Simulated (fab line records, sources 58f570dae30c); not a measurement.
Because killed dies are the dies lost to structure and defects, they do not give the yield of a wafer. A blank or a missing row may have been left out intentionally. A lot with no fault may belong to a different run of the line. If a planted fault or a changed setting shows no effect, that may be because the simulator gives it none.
8D (eight disciplines) problem report, filled in by code :: flow berkeley-cmos170 :: the parts of the form that need people (team, actions taken, sign-off) are left out

== 1. WHAT IS WRONG ==
Mean of strip-time-to-endpoint-s at UCB170_V2_STRIP_15: 13.24 s across 6 wafers in 2 lots; on wafers with no fault it is 15.41 s (standard deviation 0.087). Relative to the usual mean, that is a shift of -25 standard deviations.
The step: strips in O2.
Seen first at day 11 09:15 on plasma-asher-04, wafer L126.3. The record holds 42 wafers of 14 lots with a number at this step. By rule, "out" or "out of limits" means more than 4 standard deviations away from the usual mean. All remaining wafers that have a number are taken as sound.

== 2. WHAT IT IS; WHAT IT IS NOT ==
question: which readings at this step
is: strip-time-to-endpoint-s
is not: drypump-motor-current-A, o2-flow-sccm, oes-product-au

question: which lots
is: L126, L127
is not: L108, L110, L111, L112, L113, L115, L117, L118, L119, L124, L125, L128

question: which wafers of those lots
is: all that have a number
is not: -

question: read on which tools
is: plasma-asher-01, plasma-asher-04
is not: plasma-asher-02

question: when
is: from day 11 09:15
is not: up to then (33 sound wafers); but 3 sound wafers of L128 came after

== 3. WHAT RULES OUT EACH SUSPECT ==
Counting: a tool stays on the suspect list if, at a process step up to the reading, it processed all lots that are out and no sound lot following the first of them.
- rie-diel-04 at UCB170_V2_ETCH_14 (etches SiO2 in CHF3/CF4/Ar, stops on Al, target depth 1250 nm, time 291 s): kept. It ran every lot that is out, first L126 (day 11 09:02), and no sound lot after that; its last sound lot up to then is L119 (day 9 12:11).
Left after counting: rie-diel-04 at UCB170_V2_ETCH_14.

== 4. THE CAUSE (what the simulator had put in) ==
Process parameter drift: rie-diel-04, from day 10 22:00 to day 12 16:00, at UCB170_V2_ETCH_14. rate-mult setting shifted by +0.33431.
This tool alone remained once counting was done.

== 5. SEQUENCE OF EFFECTS, ordered by route ==
Rows list readings where the struck wafers' mean (over those with a number) sits beyond 3 standard deviations from the usual. Only readings whose record carries a usual standard deviation are examined. hours: median over the lots of the time between each lot's start at the first step of this table that gives one and its start at this step. sigmas: the change, counted in usual standard deviations.
hours: 0
step: UCB170_V2_STRIP_15
reading: strip-time-to-endpoint-s
usual: 15.41 s
on struck wafers: 13.24
change: -2.17
sigmas: -25
Here are the process steps it includes:
- UCB170_V2_STRIP_15: strips in O2.
At these later measuring or inspecting steps, every struck wafer for which the step has a row has a number for every such reading, and none has moved that far: UCB170_M3_CD_MEAS_15, UCB170_M3_OVL_MEAS_16.

== 6. HOW IT WOULD HAVE BEEN CAUGHT EARLIER ==
The fault began at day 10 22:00; the first out-of-limits reading in this record came at day 11 09:15, 11 hours later.
An alarm limit of 4 standard deviations would not have fired on the tool readings at UCB170_V2_ETCH_14 for which the record gives a usual standard deviation, since none of them was out on any struck wafer.
Among the 2 lots that are out, L127 began UCB170_V2_ETCH_14 on rie-diel-04 after day 11 09:15. Had the tool been put on hold then, it would have been spared.
